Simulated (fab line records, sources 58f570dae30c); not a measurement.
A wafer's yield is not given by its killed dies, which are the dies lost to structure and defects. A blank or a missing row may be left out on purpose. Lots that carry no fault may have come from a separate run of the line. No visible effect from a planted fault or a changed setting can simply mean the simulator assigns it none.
Which tool is to blame? / flow berkeleyCmos170 / 14 lots, 42 wafers sampled, at 3 steps of a route of 331

WHAT THE GAUGES READ, wafer by wafer
UCB170_CONTACT_CD_MEAS_15: target cd 700 nm.
lot=L738; measured=day 8 02:58; on=cdSem-01; cdNm (nm)=697.0 699.4 698.5
lot=L737; measured=day 8 03:15; on=cdSem-01; cdNm (nm)=702.3 701.6 702.3
lot=L739; measured=day 8 15:31; on=cdSem-01; cdNm (nm)=702.4 701.5 702.6
lot=L742; measured=day 9 02:08; on=cdSem-01; cdNm (nm)=699.4 698.6 698.5
lot=L741; measured=day 9 02:22; on=cdSem-02; cdNm (nm)=697.5 698.6 698.9
lot=L745; measured=day 10 00:25; on=cdSem-02; cdNm (nm)=703.2 701.4 702.3
lot=L746; measured=day 10 00:40; on=cdSem-02; cdNm (nm)=703.8 700.7 702.7
lot=L744; measured=day 10 02:32; on=cdSem-01; cdNm (nm)=703.3 700.3 702.2
lot=L748; measured=day 10 09:24; on=cdSem-01; cdNm (nm)=701.6 702.6 702.2
lot=L747; measured=day 10 11:08; on=cdSem-01; cdNm (nm)=699.6 700.9 699.9
lot=L751; measured=day 11 02:23; on=cdSem-02; cdNm (nm)=699.3 698.5 698.3
lot=L753; measured=day 11 21:50; on=cdSem-01; cdNm (nm)=697.6 697.2 698.7
lot=L758; measured=day 12 22:25; on=cdSem-01; cdNm (nm)=699.0 698.5 698.4
lot=L760; measured=day 13 04:42; on=cdSem-02; cdNm (nm)=699.1 698.5 698.9

UCB170_CONTACT_CD_MEAS_90: target cd 700 nm.
lot=L738; measured=day 8 03:23; on=cdSem-02; cdNm (nm)=697.4 699.6 698.3
lot=L737; measured=day 8 03:40; on=cdSem-02; cdNm (nm)=703.4 700.7 701.6
lot=L739; measured=day 8 15:56; on=cdSem-02; cdNm (nm)=701.8 701.0 702.8
lot=L742; measured=day 9 02:33; on=cdSem-01; cdNm (nm)=700.1 698.2 698.4
lot=L741; measured=day 9 02:47; on=cdSem-02; cdNm (nm)=697.6 699.2 699.5
lot=L745; measured=day 10 00:50; on=cdSem-01; cdNm (nm)=701.6 701.1 702.2
lot=L746; measured=day 10 01:05; on=cdSem-01; cdNm (nm)=703.7 700.3 702.5
lot=L744; measured=day 10 02:58; on=cdSem-01; cdNm (nm)=702.5 700.3 701.7
lot=L748; measured=day 10 09:49; on=cdSem-01; cdNm (nm)=701.7 701.8 700.9
lot=L747; measured=day 10 11:33; on=cdSem-02; cdNm (nm)=699.7 700.5 700.4
lot=L751; measured=day 11 02:49; on=cdSem-02; cdNm (nm)=700.0 699.3 697.7
lot=L753; measured=day 11 22:16; on=cdSem-02; cdNm (nm)=698.3 696.7 698.3
lot=L758; measured=day 12 22:50; on=cdSem-02; cdNm (nm)=698.9 698.9 697.4
lot=L760; measured=day 13 05:07; on=cdSem-02; cdNm (nm)=699.7 699.1 698.4

UCB170_M1_THK_MEAS_02: measures by xrf.
lot=L738; measured=day 8 03:53; on=filmMetro-01; M1_AL_THK (nm)=587 586 586
lot=L737; measured=day 8 04:09; on=filmMetro-02; M1_AL_THK (nm)=585 583 589
lot=L739; measured=day 8 16:33; on=filmMetro-01; M1_AL_THK (nm)=590 588 593
lot=L742; measured=day 9 03:02; on=filmMetro-02; M1_AL_THK (nm)=598 594 597
lot=L741; measured=day 9 03:16; on=filmMetro-01; M1_AL_THK (nm)=586 581 589
lot=L745; measured=day 10 01:19; on=filmMetro-02; M1_AL_THK (nm)=582 582 585
lot=L746; measured=day 10 01:34; on=filmMetro-03; M1_AL_THK (nm)=601 600 595
lot=L744; measured=day 10 03:26; on=filmMetro-02; M1_AL_THK (nm)=582 574 586
lot=L748; measured=day 10 10:31; on=filmMetro-01; M1_AL_THK (nm)=612 602 611
lot=L747; measured=day 10 12:00; on=filmMetro-01; M1_AL_THK (nm)=590 592 591
lot=L751; measured=day 11 03:17; on=filmMetro-03; M1_AL_THK (nm)=589 586 586
lot=L753; measured=day 11 22:44; on=filmMetro-01; M1_AL_THK (nm)=601 597 599
lot=L758; measured=day 12 23:18; on=filmMetro-03; M1_AL_THK (nm)=599 603 590
lot=L760; measured=day 13 05:34; on=filmMetro-02; M1_AL_THK (nm)=593 577 591

WHICH TOOL RAN EACH LOT (tool, then ch and the chambers of the sampled wafers, then the start)
The record shows no process step preceding these readings.

AS READ BY THE TOOLS THEMSELVES (means over the sampled wafers that have a number; for cases with no such wafer, the mark the record gives instead)
The record holds no such reading with a usual standard deviation.

THE ANSWER, worked out from the rows above alone
Rule: usual is defined by the lots themselves. Put in order of their means at a reading, lots are off if they are a third of the lots or fewer, leave a main group of 4 or more, and stand apart from it by a gap of 3 or more times the standard deviation of the main group's means; of several such gaps the widest counts. A main group whose means are all the same, to the digits that the tables above print for the reading, isn't used. Also off: a lot with no number at a reading for which 4 or more lots have one. The other lots that the step has rows for count as sound. After the gauges, taken in route order, come the tools' own readings; for these a lot's mean is taken, as printed above. At the first step where some lot is off, the reading lying furthest off is the one used; lots without a number count as furthest.
No lot is off on any of the readings shown, so nothing can be concluded from this.

WHAT THE SIMULATOR HAD PUT IN
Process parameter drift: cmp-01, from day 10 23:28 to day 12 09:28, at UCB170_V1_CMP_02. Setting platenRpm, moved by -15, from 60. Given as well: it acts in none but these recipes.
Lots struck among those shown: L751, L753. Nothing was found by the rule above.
